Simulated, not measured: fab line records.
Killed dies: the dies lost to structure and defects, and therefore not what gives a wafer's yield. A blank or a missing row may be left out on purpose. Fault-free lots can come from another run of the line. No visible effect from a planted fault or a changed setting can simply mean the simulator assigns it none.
Problem report, 8D (eight disciplines) form, completed by code | flow berkeley-cmos170 | the parts of the form that need people (team, actions taken, sign-off) are left out

1. THE PROBLEM
At UCB170_CONTACT_ETCH_18, run-length-s averages 258.1 s over 3 wafers from 3 lots, while fault-free wafers read 223.4 s, standard deviation 0.44. That puts it +79 standard deviations away from the usual mean.
The step: etches PSG in CHF3/CF4/Ar, stops on TiSi2, target depth 840 nm, time 195 s.
Seen first at day 9 08:00 on rie-diel-03, wafer L312.5. The record holds 21 wafers of 7 lots with a number at this step. Rule for "out" (also "out of limits"): further than 4 standard deviations from the usual mean. The other wafers with a number count as sound.

2. WHAT THIS IS AND IS NOT
question                    | is                           | is not
which readings at this step | run-length-s, oes-product-au | drypump-motor-current-A, throttle-valve-pct
which lots                  | L312, L315, L318             | L305, L309, L323, L328
which wafers of those lots  | L312.5, L315.2, L318.4       | L312.3, L312.4, L315.1, L315.3, L318.1, L318.2
read on which tools         | rie-diel-03                  | rie-diel-01, rie-diel-04
when                        | from day 9 08:00             | up to then (8 sound wafers); but 10 sound wafers of L315, L318, L323, L328 came after

3. WHAT RULES OUT EACH SUSPECT
Counting: any tool at a process step up to the reading remains a suspect provided it ran every lot that is out. Sound lots after the first of them don't rule it out here, since some wafers of a struck lot are sound.
- plasma-asher-03 at UCB170_CONTACT_STRIP_06 (strips in O2): kept. It ran every lot that is out, first L312 (day 9 06:42).
- rie-diel-03 at UCB170_CONTACT_ETCH_17 (etches BARC in N2/H2): kept. It processed each lot that is out (first: L312, day 9 08:08); up to then, its last sound lot is L309 (day 8 11:19).
- rie-diel-03 at UCB170_CONTACT_ETCH_18 (etches PSG in CHF3/CF4/Ar, stops on TiSi2, target depth 840 nm, time 195 s): kept. It processed each lot that is out (first: L312, day 9 08:00); up to then, its last sound lot is L309 (day 8 11:00). Out on those wafers are its own readings of oes-product-au, run-length-s.
- rie-diel-03, UCB170_CONTACT_ETCH_17: wafers that are out in chamber 3, sound lot-mates in chambers 0, 2.
- rie-diel-03, UCB170_CONTACT_ETCH_18: wafers that are out in chamber 3, sound lot-mates in chambers 0, 2.
The count leaves plasma-asher-03 at UCB170_CONTACT_STRIP_06, rie-diel-03 at UCB170_CONTACT_ETCH_17, and rie-diel-03 at UCB170_CONTACT_ETCH_18.

4. THE CAUSE (what the simulator had put in)
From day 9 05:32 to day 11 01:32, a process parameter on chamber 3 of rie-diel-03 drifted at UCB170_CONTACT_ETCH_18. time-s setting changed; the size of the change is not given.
Counting left 3 suspects, and this tool is among them.

5. THE CHAIN OF EFFECTS, in route order
One row per reading whose mean, taken over the struck wafers that have a number, lies over 3 standard deviations from the usual. Readings are gone through only where the record gives a usual standard deviation; hours: the median, over the lots, of the time from a lot's start at the first step in this table giving one to that lot's start at this step; sigmas: the change measured in usual standard deviations.
hours | step                   | reading        | usual      | on struck wafers | change | sigmas
0     | UCB170_CONTACT_ETCH_18 | oes-product-au | 0.887 a.u. | 0.796            | -0.091 | -5.7
0     | UCB170_CONTACT_ETCH_18 | run-length-s   | 223.4 s    | 258.1            | +34.7  | +79
The process steps in it:
- UCB170_CONTACT_ETCH_18: etches PSG in CHF3/CF4/Ar, stops on TiSi2, target depth 840 nm, time 195 s.

6. WHAT WOULD HAVE CAUGHT IT SOONER
In this record no reading fell out of limits until day 9 08:00, 2 hours after the fault had begun at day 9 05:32.
